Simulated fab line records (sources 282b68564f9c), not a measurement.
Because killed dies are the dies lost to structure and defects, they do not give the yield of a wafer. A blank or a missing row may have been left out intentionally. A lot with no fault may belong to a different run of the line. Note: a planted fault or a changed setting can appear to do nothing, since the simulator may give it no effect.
A struck lot beside a sound one    flow ritCmos    13 steps out of a route of 202
Sound: these wafers, L489.1, L489.2, L489.6. Wafers struck: L481.2, L481.3, L481.5. The cause is given at the end.
Order at every step that has rows: each side's tool, ch and its chambers, its first start. Under that, the readings that differ: sound wafers    struck wafers    difference of the means    sigmas: that difference in standard deviations of wafers without a fault.
alike: same words and numbers on both sides, and readings whose means sit less than 2 such deviations apart. not compared: any withheld reading, any reading some wafer has no value for, any bound like >300 that may hide the same value, and any number with overlapping values for which the record gives no deviation.
The two part at a step that has a row with sigmas, a row that says differs or no value, or rows on one side only. Numbers that have no deviation but don't overlap get no sigmas and don't part them. A reading that every wafer of one side lacks parts them only if that side has two wafers or more.

first, 4 steps without rows for these wafers: RIT_PSD_SOFTBAKE_02 (time 60 s); RIT_PSD_EXPOSE_03 (exposes mask M10, target cd 40900 nm); RIT_PSD_PEB_04; RIT_PSD_DEVELOP_05 (develop time 50 s).
RIT_PSD_OVL_MEAS_06:
  struck on overlay-02, day 4 09:06; sound on overlay-02, day 5 22:44
  alike: PSD_OVL
then, 2 steps without rows for these wafers: RIT_PSD_HARDBAKE_07 (time 60 s); RIT_PSD_IMPLANT_08.
RIT_PSD_STRIP_09: strips in O2, time 180 s.
  sound on plasmaAsher-01 ch 0,1, day 5 23:05; struck on plasmaAsher-03 ch 0,1, day 4 09:26
  alike: drypumpMotorCurrentA
  not compared: rfHoursCounterH
RIT_PSD_TW_MEAS_10:
  struck on filmMetro-01, day 4 09:37; sound on filmMetro-03, day 5 23:16
  alike: PSD_TW
then, 3 steps without rows for these wafers: RIT_SDANNEAL_CLEAN_00 (cleans in SC1, time 600 s); RIT_SDANNEAL_CLEAN_01 (cleans in dHF, time 30 s); RIT_SDANNEAL_CLEAN_02 (cleans in SC2, time 600 s).
RIT_SDANNEAL_RTA_03: time 5 s.
  struck on rtpAnneal-01, day 4 10:02; sound on rtpAnneal-01 ch 0, day 5 23:41
  no value came back on the struck wafers for annealTempCMax, chamberO2Ppm, rampDownCPerS, wafer_temp_C_max; on the sound wafers annealTempCMax reads 1059.9 1060.2 1056.3

WHERE THEY PART
At RIT_SDANNEAL_RTA_03 and nowhere else, as far as this record goes.

WHY: whatever the simulator had introduced
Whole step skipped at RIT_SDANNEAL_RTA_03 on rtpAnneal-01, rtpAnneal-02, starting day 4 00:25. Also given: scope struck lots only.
